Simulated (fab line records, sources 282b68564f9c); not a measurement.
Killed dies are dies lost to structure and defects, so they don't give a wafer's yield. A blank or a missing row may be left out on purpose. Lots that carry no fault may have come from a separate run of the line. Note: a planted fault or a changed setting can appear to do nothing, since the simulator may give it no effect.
Which tool was responsible?    flow rit-cmos    7 lots with 21 wafers sampled at 3 steps, on a route of 202 steps

## WHAT EACH GAUGE READ, for each wafer
RIT_GATE_THK_MEAS_09.
lot   measured     on             GATE_POLY_THK (nm)
L334  day 2 21:16  film-metro-04  256.1 256.3 255.9
L337  day 3 16:55  film-metro-04  254.6 258.2 254.6
L339  day 4 02:41  film-metro-01  249.0 248.0 250.0
L341  day 4 17:25  film-metro-01  253.1 251.2 251.5
L343  day 5 00:56  film-metro-01  247.0 246.3 249.5
L347  day 5 15:41  film-metro-02  269.2 270.0 267.3
L352  day 6 15:29  film-metro-02  249.4 250.4 249.9

## TOOL THAT RAN EACH LOT (tool first, then ch and the chambers of the sampled wafers, then the start)
lot   RIT_ACTIVE_ETCH_13                 RIT_GATE_CVD_08
L334  rie-diel-01 ch 1,3, day 2 00:50    lpcvd-01 ch 0, day 2 19:38
L337  rie-diel-04 ch 0,2, day 2 15:43    lpcvd-02 ch 0, day 3 14:29
L339  rie-diel-02 ch 0,1, day 3 01:52    lpcvd-01 ch 1, day 4 01:03
L341  rie-diel-02 ch 1,3, day 3 13:50    lpcvd-02 ch 0, day 4 15:48
L343  rie-diel-04 ch 1,2, day 4 00:19    lpcvd-01 ch 0, day 4 23:19
L347  rie-diel-01 ch 0,3, day 4 18:04    lpcvd-01 ch 0, day 5 14:04
L352  rie-diel-04 ch 0,2,3, day 5 18:45  lpcvd-02 ch 0, day 6 13:52
- RIT_ACTIVE_ETCH_13: etches Si3N4 in SF6, stops on SiO2, time 210 s, target depth 210 nm.
- RIT_GATE_CVD_08: deposits poly-Si from SiH4, target thk 250 nm, time 2220 s.

## THE ANSWER, worked out from the rows above alone
Rule: usual is defined by the lots themselves. Put in order of their means at a reading, lots are off if they are a third of the lots or fewer, leave a main group of 4 or more, and stand apart from it by a gap of 3 or more times the standard deviation of the main group's means; of several such gaps the widest counts. A main group is skipped when, at the precision printed for the reading in the tables above, its means are all equal. A lot without any number at a reading at which 4 lots or more have one is off too. Any other lot the step has rows for is counted as sound.
Off: L347, at RIT_GATE_THK_MEAS_09 (GATE_POLY_THK). For the main group the mean is 251.7 nm and the standard deviation 3.3.
A tool fits if, at a process step before that reading, it ran every lot that is off, and no sound lot after the first of them. Gauges at RIT_GATE_THK_MEAS_09: tried the same way as those tools. Undecided on this evidence; 2 tools fit (rie-diel-01 at RIT_ACTIVE_ETCH_13, lpcvd-01 at RIT_GATE_CVD_08).

## WHAT THE SIMULATOR HAD PUT IN
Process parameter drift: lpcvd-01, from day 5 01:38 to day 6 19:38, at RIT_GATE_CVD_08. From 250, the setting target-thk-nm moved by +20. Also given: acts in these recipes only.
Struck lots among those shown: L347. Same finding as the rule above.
